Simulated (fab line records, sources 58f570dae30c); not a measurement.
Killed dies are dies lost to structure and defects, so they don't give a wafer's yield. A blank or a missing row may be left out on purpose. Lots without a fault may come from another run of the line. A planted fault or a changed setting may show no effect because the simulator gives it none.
A struck lot beside a sound one | flow berkeley_cmos170 | 14 steps out of a route of 331
Sound: wafers L259.2, L259.3, L259.6. Struck: wafers L271.3, L271.4, L271.5. The cause comes at the end.
At each step with rows: each side's tool, then ch and its chambers, then its first start. Under that, the readings that differ: sound wafers | struck wafers | difference of the means | sigmas: that difference in standard deviations of wafers without a fault.
alike: readings whose means differ by less than 2 such deviations, and words and numbers that are the same on both sides. not compared: withheld readings, readings that some wafer has no value for, bounds like >300 that may hide the same value, and numbers for which the record gives no deviation and whose values overlap.
The two part at a step that has a row with sigmas, a row that says differs or no value, or rows on one side only. Numbers that don't overlap but have no deviation are shown without sigmas and don't part them. A reading that every wafer of one side lacks parts them only if that side has two wafers or more.

first, 3 steps without rows for these wafers: UCB170_ACTIVE_EXPOSE_10 (exposes mask ACTIVE, target cd 1200 nm); UCB170_ACTIVE_PEB_11; UCB170_ACTIVE_DEVELOP_12 (develop time 45 s).
UCB170_ACTIVE_CD_MEAS_13: target cd 1200 nm.
  sound on cd_sem-01, day 6 04:43; struck on cd_sem-01, day 8 13:24
  alike: cd_nm
UCB170_ACTIVE_OVL_MEAS_14:
  sound on overlay-01, day 6 04:49; struck on overlay-01, day 8 13:29
  alike: ACTIVE_OVL
UCB170_ACTIVE_ETCH_15: etches Si3N4 in CH3F/Ar/O2, stops on SiO2, target depth 242 nm, time 151 s.
  sound on rie_diel-04 ch 0,2, day 6 04:51; struck on rie_diel-01 ch 1,2,3, day 8 13:31
  alike: drypump_motor_current_A, oes_product_au, throttle_valve_pct
  not compared: rf_hours_counter_h
UCB170_ACTIVE_STRIP_16: strips in O2.
  sound on plasma_asher-03 ch 0,1, day 6 04:57; struck on plasma_asher-02 ch 0,1, day 8 13:39
  alike: drypump_motor_current_A, oes_product_au, strip_time_to_endpoint_s
  not compared: rf_hours_counter_h
UCB170_ACTIVE_CD_MEAS_90: target cd 1200 nm.
  sound on cd_sem-01, day 6 05:04; struck on cd_sem-01, day 8 14:07
  alike: cd_nm
then, 4 steps without rows for these wafers: UCB170_ACTIVE_CLEAN_17 (cleans in SPM, time 600 s); UCB170_PFIELD_HMDS_00 (prime time 60 s); UCB170_PFIELD_COAT_01 (resist thk 900 nm); UCB170_PFIELD_SOFTBAKE_02 (time 60 s).
UCB170_PFIELD_EXPOSE_03: exposes mask PFIELD, target cd 1500 nm.
  sound on krf_scanner-01 ch 0, day 6 06:31; struck on krf_scanner-02, day 8 14:53
  no value came back on the struck wafers for exposure_dose_mJ_cm2, focus_offset_nm (nm), reticle_temp_C (C); on the sound wafers exposure_dose_mJ_cm2 reads 30.00 30.00 30.00
  alike: mask
then, 1 step without rows for these wafers: UCB170_PFIELD_PEB_04.

WHERE THEY PART
Only at UCB170_PFIELD_EXPOSE_03, within this record.

WHY: what the simulator had put in
Skipped step whole: krf_scanner-02, from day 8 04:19 on, at UCB170_PFIELD_EXPOSE_03. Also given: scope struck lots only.
